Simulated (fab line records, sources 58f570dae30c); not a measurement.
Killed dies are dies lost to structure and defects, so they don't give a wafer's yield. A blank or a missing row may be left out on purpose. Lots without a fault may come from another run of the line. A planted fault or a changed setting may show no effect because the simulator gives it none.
Which tool did it? | flow berkeley_cmos170 | 7 lots, 21 wafers sampled, at 1 step of a route of 331

WHAT THE GAUGES READ, wafer by wafer
UCB170_M1_OVL_MEAS_10.
lot  | measured     | on         | M1_OVL (nm)
L285 | day 7 04:11  | overlay-02 | -1 -4 -4
L290 | day 7 19:04  | overlay-01 | -3 2 -3
L291 | day 9 06:49  | overlay-01 | -8 -3 -7
L295 | day 9 17:22  | overlay-01 | -2 -1 -4
L299 | day 10 09:29 | overlay-01 | -9 -10 -13
L304 | day 11 15:17 | overlay-01 | 2 4 2
L308 | day 12 11:19 | overlay-01 | 0 -2 -6

WHICH TOOL RAN EACH LOT (tool, then ch and the chambers of the sampled wafers, then the start)
The record holds no process step before these readings.

THE ANSWER, worked out from the rows above alone
Rule: what is usual is taken from the lots themselves. Put in order of their means at a reading, lots are off if they are a third of the lots or fewer, leave a main group of 4 or more, and stand apart from it by a gap of 3 or more times the standard deviation of the main group's means; of several such gaps the widest counts. A main group whose means are all the same, to the digits that the tables above print for the reading, isn't used. A lot without any number at a reading at which 4 lots or more have one is off too. The other lots that the step has rows for count as sound.
No lot is off at any reading shown: from this, nothing can be told.

WHAT THE SIMULATOR HAD PUT IN
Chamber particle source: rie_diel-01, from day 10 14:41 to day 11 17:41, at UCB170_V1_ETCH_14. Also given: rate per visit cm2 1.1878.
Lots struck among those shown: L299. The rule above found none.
